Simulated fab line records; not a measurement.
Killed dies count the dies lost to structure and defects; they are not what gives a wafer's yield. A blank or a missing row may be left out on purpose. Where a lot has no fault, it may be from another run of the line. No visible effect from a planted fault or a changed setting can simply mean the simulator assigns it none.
Which of the tools did it? + flow berkeley-cmos170 + Sampling: 14 lots, 42 wafers, 2 of 331 route steps

WHAT THE GAUGES SHOWED, per wafer
UCB170_SPACER_THK_MEAS_01. Usual: SPACER_TEOS_THK typically reads 374 nm, with standard deviation 5.1.
| lot  | measured     | on            | SPACER_TEOS_THK (nm) | flag |
|------|--------------|---------------|----------------------|------|
| L714 | day 7 08:51  | film-metro-04 | 373 369 386          |      |
| L717 | day 7 14:10  | film-metro-04 | 369 380 371          |      |
| L718 | day 8 12:26  | film-metro-04 | 373 375 377          |      |
| L720 | day 8 12:28  | film-metro-01 | 366 376 374          |      |
| L721 | day 8 20:37  | film-metro-04 | 379 371 383          |      |
| L725 | day 8 23:15  | film-metro-01 | 373 374 380          |      |
| L726 | day 9 00:17  | film-metro-01 | 350 355 366          | OFF  |
| L722 | day 9 00:32  | film-metro-04 | 377 374 377          |      |
| L727 | day 10 05:44 | film-metro-01 | 356 353 353          | OFF  |
| L728 | day 10 05:57 | film-metro-04 | 368 367 373          |      |
| L730 | day 10 19:23 | film-metro-01 | 372 372 375          |      |
| L731 | day 10 20:11 | film-metro-02 | 365 366 371          |      |
| L734 | day 11 10:35 | film-metro-01 | 369 378 373          |      |
| L736 | day 11 14:27 | film-metro-04 | 373 379 381          |      |

TOOL THAT RAN EACH LOT (tool first, then ch and the chambers of the sampled wafers, then the start)
| lot  | UCB170_SPACER_CVD_00            |
|------|---------------------------------|
| L714 | pecvd-04 ch 1,2, day 7 08:47    |
| L717 | pecvd-01 ch 1,2, day 7 14:06    |
| L718 | pecvd-04 ch 0,2, day 8 12:22    |
| L720 | pecvd-02 ch 0,1, day 8 12:23    |
| L721 | pecvd-01 ch 0,1, day 8 20:33    |
| L725 | pecvd-04 ch 0,2, day 8 23:12    |
| L726 | pecvd-01 ch 0,1,2, day 9 00:11  |
| L722 | pecvd-04 ch 0,1, day 9 00:29    |
| L727 | pecvd-01 ch 0,2, day 10 05:40   |
| L728 | pecvd-04 ch 0,2, day 10 05:55   |
| L730 | pecvd-02 ch 0,1,2, day 10 19:21 |
| L731 | pecvd-04 ch 1,2, day 10 20:09   |
| L734 | pecvd-04 ch 0,1,2, day 11 10:32 |
| L736 | pecvd-04 ch 0,2, day 11 14:25   |
- UCB170_SPACER_CVD_00: deposits SiO2 from TEOS/O2, target thk 376 nm, time 47 s.

WHAT THE TOOLS THEMSELVES READ (means of the sampled wafers that have a number; where no wafer has one, the mark that the record gives instead)
UCB170_SPACER_CVD_00. Usual: heater-power-w 276 W, standard deviation 55; pressure-mtorr 9000 mTorr, standard deviation 18; susceptor-temp-C 390.00 C, standard deviation 0.22.
| lot  | tool     | heater-power-w (W) | pressure-mtorr (mTorr) | susceptor-temp-C (C) | flag |
|------|----------|--------------------|------------------------|----------------------|------|
| L714 | pecvd-04 | 291                | 9016                   | 389.90               |      |
| L717 | pecvd-01 | 254                | 9008                   | 390.05               |      |
| L718 | pecvd-04 | 305                | 9004                   | 390.07               |      |
| L720 | pecvd-02 | 259                | 9003                   | 389.98               |      |
| L721 | pecvd-01 | 225                | 9006                   | 390.18               |      |
| L725 | pecvd-04 | 323                | 8999                   | 389.79               |      |
| L726 | pecvd-01 | 281                | 8985                   | 389.78               |      |
| L722 | pecvd-04 | 284                | 8990                   | 390.24               |      |
| L727 | pecvd-01 | 260                | 8996                   | 389.88               |      |
| L728 | pecvd-04 | 336                | 8997                   | 390.00               |      |
| L730 | pecvd-02 | 291                | 9009                   | 389.78               |      |
| L731 | pecvd-04 | 318                | 9003                   | 390.19               |      |
| L734 | pecvd-04 | 281                | 9005                   | 389.98               |      |
| L736 | pecvd-04 | 283                | 9012                   | 389.92               |      |

THE ANSWER, worked out from the rows above alone
Rule: a lot is off if the mean of its wafers that have a number lies more than 3 standard deviations from the usual mean. Also off: a lot with no number at a reading for which 4 or more lots have one. Where the step has rows for the other lots, those lots are counted as sound. After the gauges, taken in route order, come the tools' own readings; for these a lot's mean is taken, as printed above. The first step at which some lot is off is used, and at that step the reading that is off furthest; a lot without a number counts as furthest.
Off: at UCB170_SPACER_THK_MEAS_01 (SPACER_TEOS_THK), L726, L727.
If a tool, at a process step before that reading, ran all the lots that are off and no sound lot after the first of them, it fits. Gauges at UCB170_SPACER_THK_MEAS_01: tried the same way as those tools. One fits: UCB170_SPACER_CVD_00 on pecvd-01. Its last sound lot is L721 (day 8 20:33), its first lot that is off L726 (day 9 00:11): a fault that began between those two fits.

WHAT THE SIMULATOR PUT IN
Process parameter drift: pecvd-01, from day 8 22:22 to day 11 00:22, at UCB170_SPACER_CVD_00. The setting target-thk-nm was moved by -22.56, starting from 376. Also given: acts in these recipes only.
Shown lots that were struck: L726, L727. The rule above reached the same finding.
